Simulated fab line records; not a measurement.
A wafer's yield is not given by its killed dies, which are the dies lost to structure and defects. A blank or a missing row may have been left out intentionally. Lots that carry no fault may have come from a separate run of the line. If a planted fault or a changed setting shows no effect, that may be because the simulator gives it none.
What tool caused it?    flow berkeley cmos170    15 lots with 45 wafers sampled at 3 steps, on a route of 331 steps

== WHAT EACH GAUGE READ, for each wafer ==
UCB170_GATE_OVL_MEAS_13. Usual: for GATE_OVL the level is 2 nm and the standard deviation is 4.8.
lot   measured      on          GATE_OVL (nm)  flag
L866  day 5 14:54   overlay-02  -4 4 8         
L869  day 6 15:26   overlay-02  2 6 4          
L868  day 6 15:43   overlay-02  2 -1 -1        
L870  day 6 15:53   overlay-01  -6 -2 -12      
L871  day 6 23:25   overlay-02  -3 2 -8        
L872  day 6 23:37   overlay-02  2 1 -2         
L873  day 6 23:53   overlay-01  -5 2 0         
L875  day 7 16:01   overlay-01  -4 -4 -1       
L876  day 7 23:10   overlay-01  3 5 4          
L881  day 9 09:02   overlay-02  -4 5 -2        
L883  day 9 16:47   overlay-02  0 0 1          
L882  day 9 17:02   overlay-02  3 13 -1        
L885  day 9 21:08   overlay-02  6 2 11         
L886  day 10 06:19  overlay-01  4 5 -1         
L889  day 11 09:21  overlay-02  -4 -1 0        

UCB170_M2_CD_MEAS_15: the cd target is 700 nm. Usual: cd nm 700.2 nm, standard deviation 1.4.
lot   measured      on         cd nm (nm)         flag
L866  day 7 04:12   cd sem-02  699.5 699.8 700.8  
L869  day 7 23:57   cd sem-02  699.4 699.5 699.0  
L868  day 7 23:09   cd sem-02  699.8 699.5 700.5  
L870  day 7 23:26   cd sem-01  700.5 700.5 701.5  
L871  day 8 07:08   cd sem-01  702.2 701.9 702.5  
L872  day 8 07:59   cd sem-02  699.4 698.0 699.1  
L873  day 8 07:41   cd sem-02  697.2 697.4 696.9  
L875  day 9 02:34   cd sem-01  701.8 701.5 700.1  
L876  day 9 06:45   cd sem-01  701.2 702.9 702.2  
L881  day 10 17:16  cd sem-02  700.3 700.9 702.3  
L883  day 11 04:48  cd sem-02  701.0 700.4 698.7  
L882  day 11 00:34  cd sem-01  699.7 699.1 700.7  
L885  day 11 05:07  cd sem-02  703.3 701.8 702.7  
L886  day 11 13:12  cd sem-01  701.4 701.8 700.6  
L889  day 12 16:26  cd sem-01  699.3 697.6 698.0  

UCB170_V2_BOW_MEAS_03. Usual: for V2_BOW the level is 37 um and the standard deviation is 7.1.
lot   measured      on             V2_BOW (um)  flag
L866  day 7 05:20   film metro-01  45 48 35     
L869  day 8 01:09   film metro-02  36 32 26     
L868  day 8 00:28   film metro-01  32 31 28     
L870  day 8 00:37   film metro-04  32 34 28     
L871  day 8 08:16   film metro-01  31 36 38     
L872  day 8 09:07   film metro-02  34 42 30     
L873  day 8 08:48   film metro-01  45 39 41     
L875  day 9 03:41   film metro-04  31 27 37     
L876  day 9 07:52   film metro-02  44 33 40     
L881  day 10 18:23  film metro-02  33 32 15     
L883  day 11 05:55  film metro-02  44 35 45     
L882  day 11 01:41  film metro-01  30 31 31     
L885  day 11 06:14  film metro-04  29 37 42     
L886  day 11 14:19  film metro-02  36 42 42     
L889  day 12 17:35  film metro-01  42 28 24     

== EACH LOT AND THE TOOL THAT RAN IT (in order: tool; ch and the chambers of the sampled wafers; start) ==
Before these readings, the record contains no process step.

== AS READ BY THE TOOLS THEMSELVES (means over the sampled wafers that have a number; for cases with no such wafer, the mark the record gives instead) ==
The record holds no such reading with a usual standard deviation.

== THE ANSWER, worked out from the rows above alone ==
Rule: lot off if the mean of its wafers having a number is beyond 3 standard deviations from the usual mean. Also off: a lot with no number at a reading for which 4 or more lots have one. Where the step has rows for the other lots, those lots are counted as sound. First the gauges in route order, then the tools' own readings, where a lot's mean is used as printed above. The first step at which some lot is off is used, and at that step the reading that is off furthest; a lot without a number counts as furthest.
Nothing can be told from this: no lot is off at any reading shown.

== WHAT WAS PUT IN BY THE SIMULATOR ==
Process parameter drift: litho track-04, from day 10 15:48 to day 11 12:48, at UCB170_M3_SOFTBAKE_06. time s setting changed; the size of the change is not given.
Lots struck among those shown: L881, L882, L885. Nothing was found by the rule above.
